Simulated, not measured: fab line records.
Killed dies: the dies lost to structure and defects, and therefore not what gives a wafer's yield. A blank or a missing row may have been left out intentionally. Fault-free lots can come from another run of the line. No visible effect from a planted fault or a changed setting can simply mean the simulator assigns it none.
Which tool was responsible? | flow berkeleyCmos170 | 15 lots, 45 wafers sampled, at 5 steps of a route of 331

== WHAT THE GAUGES READ, wafer by wafer ==
UCB170_ACTIVE_CD_MEAS_13: target cd 1200 nm. Usual: 1200.4 nm for cdNm, sd 1.3.
lot  | measured    | on       | cdNm (nm)            | flag
L262 | day 4 17:47 | cdSem-02 | 1198.4 1199.5 1199.4 | 
L264 | day 5 03:18 | cdSem-02 | 1200.4 1200.6 1200.5 | 
L265 | day 5 03:24 | cdSem-02 | 1198.1 1199.8 1200.7 | 
L263 | day 5 03:35 | cdSem-02 | 1198.7 1197.3 1197.1 | 
L267 | day 5 16:46 | cdSem-02 | 1200.5 1200.8 1199.9 | 
L268 | day 6 03:40 | cdSem-02 | 1201.4 1200.8 1199.6 | 
L270 | day 6 12:36 | cdSem-02 | 1199.5 1199.2 1198.8 | 
L272 | day 6 18:10 | cdSem-02 | 1198.4 1198.2 1199.4 | 
L277 | day 7 18:22 | cdSem-02 | 1198.8 1202.3 1200.5 | 
L276 | day 7 18:28 | cdSem-01 | 1201.3 1201.0 1200.4 | 
L278 | day 7 22:46 | cdSem-02 | 1202.1 1201.5 1201.2 | 
L280 | day 8 12:26 | cdSem-02 | 1199.1 1198.4 1199.9 | 
L281 | day 8 17:20 | cdSem-01 | 1200.4 1200.6 1199.8 | 
L283 | day 9 22:34 | cdSem-02 | 1202.2 1201.2 1201.3 | 
L284 | day 9 22:50 | cdSem-01 | 1198.2 1199.8 1199.1 | 

UCB170_PVT_OVL_MEAS_06. Usual: PVT_OVL -5 nm, standard deviation 5.5.
lot  | measured     | on         | PVT_OVL (nm) | flag
L262 | day 6 07:13  | overlay-02 | 0 -3 -8      | 
L264 | day 6 21:34  | overlay-01 | -10 -5 -11   | 
L265 | day 6 21:24  | overlay-01 | 1 -6 0       | 
L263 | day 6 20:18  | overlay-02 | 4 -1 3       | 
L267 | day 7 10:07  | overlay-02 | 2 8 0        | 
L268 | day 7 22:56  | overlay-01 | -10 -6 -13   | 
L270 | day 8 09:11  | overlay-01 | 0 -11 -8     | 
L272 | day 8 15:43  | overlay-01 | -4 -1 -1     | 
L277 | day 9 20:23  | overlay-02 | -14 -7 -9    | 
L276 | day 9 20:01  | overlay-02 | -7 -11 -7    | 
L278 | day 9 20:18  | overlay-01 | -11 -15 -14  | 
L280 | day 10 08:57 | overlay-02 | 0 -1 3       | 
L281 | day 10 16:19 | overlay-02 | -16 -15 -13  | 
L283 | day 11 21:01 | overlay-02 | -7 -1 -1     | 
L284 | day 11 21:12 | overlay-02 | -1 -4 -4     | 

UCB170_FIELD_THK_MEAS_91. Usual: FIELD_OXIDE_LEFT_2_THK 349 nm, standard deviation 15.
lot  | measured     | on           | FIELD_OXIDE_LEFT_2_THK (nm) | flag
L262 | day 6 07:37  | filmMetro-04 | 351 353 348                 | 
L264 | day 6 21:59  | filmMetro-04 | 329 330 335                 | 
L265 | day 6 21:49  | filmMetro-02 | 332 325 324                 | 
L263 | day 6 20:43  | filmMetro-02 | 319 323 318                 | 
L267 | day 7 10:33  | filmMetro-03 | 339 331 332                 | 
L268 | day 8 00:44  | filmMetro-03 | 351 350 347                 | 
L270 | day 8 09:36  | filmMetro-04 | 353 344 356                 | 
L272 | day 8 16:37  | filmMetro-04 | 361 363 361                 | 
L277 | day 9 20:49  | filmMetro-02 | 340 337 348                 | 
L276 | day 9 20:29  | filmMetro-04 | 355 360 355                 | 
L278 | day 9 20:47  | filmMetro-04 | 356 348 347                 | 
L280 | day 10 09:22 | filmMetro-02 | 372 374 364                 | 
L281 | day 10 19:37 | filmMetro-03 | 362 359 363                 | 
L283 | day 11 21:25 | filmMetro-03 | 352 347 348                 | 
L284 | day 11 21:37 | filmMetro-04 | 365 365 355                 | 

UCB170_GATE_THK_MEAS_05. Usual: GATE_POLY_THK 214.0 nm, standard deviation 1.7.
lot  | measured     | on           | GATE_POLY_THK (nm) | flag
L262 | day 6 20:55  | filmMetro-01 | 214.6 214.0 212.5  | 
L264 | day 7 12:54  | filmMetro-02 | 215.4 215.9 214.8  | 
L265 | day 7 12:52  | filmMetro-04 | 213.0 216.7 213.8  | 
L263 | day 7 12:52  | filmMetro-01 | 216.7 216.1 214.7  | 
L267 | day 8 00:29  | filmMetro-04 | 211.6 211.3 212.0  | 
L268 | day 8 13:56  | filmMetro-04 | 217.1 217.8 217.4  | 
L270 | day 8 22:10  | filmMetro-02 | 214.8 215.7 216.5  | 
L272 | day 9 03:17  | filmMetro-04 | 213.0 211.3 213.0  | 
L277 | day 10 09:59 | filmMetro-01 | 106.7 105.8 108.3  | OFF
L276 | day 10 09:58 | filmMetro-02 | 105.4 106.8 106.9  | OFF
L278 | day 10 09:59 | filmMetro-04 | 107.0 105.6 104.2  | OFF
L280 | day 11 01:43 | filmMetro-04 | 214.4 215.7 213.7  | 
L281 | day 11 11:15 | filmMetro-04 | 218.2 217.7 216.7  | 
L283 | day 12 12:15 | filmMetro-02 | 213.5 213.3 214.3  | 
L284 | day 12 12:19 | filmMetro-04 | 215.4 213.6 214.2  | 

== WHICH TOOL RAN EACH LOT (tool, then ch and the chambers of the sampled wafers, then the start) ==
lot  | UCB170_GATE_CVD_04
L262 | lpcvd-02 ch 0, day 6 19:31
L264 | lpcvd-01 ch 1, day 7 11:28
L265 | lpcvd-01 ch 1, day 7 11:28
L263 | lpcvd-01 ch 0, day 7 11:28
L267 | lpcvd-02 ch 1, day 7 23:05
L268 | lpcvd-02 ch 0, day 8 12:31
L270 | lpcvd-02 ch 0, day 8 20:45
L272 | lpcvd-01 ch 0, day 9 01:52
L277 | lpcvd-01 ch 1, day 10 08:34
L276 | lpcvd-01 ch 1, day 10 08:34
L278 | lpcvd-01 ch 0, day 10 08:34
L280 | lpcvd-02 ch 0, day 11 00:19
L281 | lpcvd-02 ch 0, day 11 09:51
L283 | lpcvd-02 ch 0, day 12 10:51
L284 | lpcvd-02 ch 1, day 12 10:51
- UCB170_GATE_CVD_04: deposits poly-Si from SiH4, time 1440 s, target thk 214 nm.

== AS READ BY THE TOOLS THEMSELVES (means over the sampled wafers that have a number; for cases with no such wafer, the mark the record gives instead) ==
UCB170_GATE_CVD_04. Usual: 120.0 sccm for sih4FlowSccm, sd 0.36.
lot  | tool     | sih4FlowSccm (sccm) | flag
L262 | lpcvd-02 | 120.1               | 
L264 | lpcvd-01 | 119.6               | 
L265 | lpcvd-01 | 119.6               | 
L263 | lpcvd-01 | 120.1               | 
L267 | lpcvd-02 | 120.3               | 
L268 | lpcvd-02 | 120.3               | 
L270 | lpcvd-02 | 120.0               | 
L272 | lpcvd-01 | 119.8               | 
L277 | lpcvd-01 | 59.8                | OFF
L276 | lpcvd-01 | 59.8                | OFF
L278 | lpcvd-01 | 60.3                | OFF
L280 | lpcvd-02 | 119.9               | 
L281 | lpcvd-02 | 120.5               | 
L283 | lpcvd-02 | 119.8               | 
L284 | lpcvd-02 | 120.3               | 

== THE ANSWER, worked out from the rows above alone ==
Rule: a lot is off if the mean of its wafers that have a number lies more than 3 standard deviations from the usual mean. A lot without any number at a reading at which 4 lots or more have one is off too. Any other lot the step has rows for is counted as sound. The gauges are gone through in route order, then the tools' own readings, and for those a lot's mean is taken as printed above. The first step at which some lot is off is used, and at that step the reading that is off furthest; a lot without a number counts as furthest.
Off: at UCB170_GATE_THK_MEAS_05 (GATE_POLY_THK), L277, L276, L278.
A tool fits if, at a process step before that reading, it ran every lot that is off, and no sound lot after the first of them. Not tried: the gauges at UCB170_GATE_THK_MEAS_05; whatever is off there is also off at UCB170_GATE_CVD_04, on other tools, and gauge error can't account for it. One candidate fits, namely lpcvd-01 at UCB170_GATE_CVD_04. A fault onset in the window from L272 (day 9 01:52, its last sound lot) to L276 (day 10 08:34, its first lot off) fits.
The tool's own readings at UCB170_GATE_CVD_04 bear it out: on the lots that are off they differ by more than 5 times the standard deviation of the sound lots' means. sih4FlowSccm reads 60.0 sccm there against 120.0 sccm on the sound lots.

== WHAT THE SIMULATOR HAD INSERTED ==
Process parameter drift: lpcvd-01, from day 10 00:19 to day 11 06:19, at UCB170_GATE_CVD_04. From 120, the setting sih4FlowSccm moved by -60. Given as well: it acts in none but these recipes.
Struck lots among those shown: L277, L276, L278. This agrees with what the rule above found.
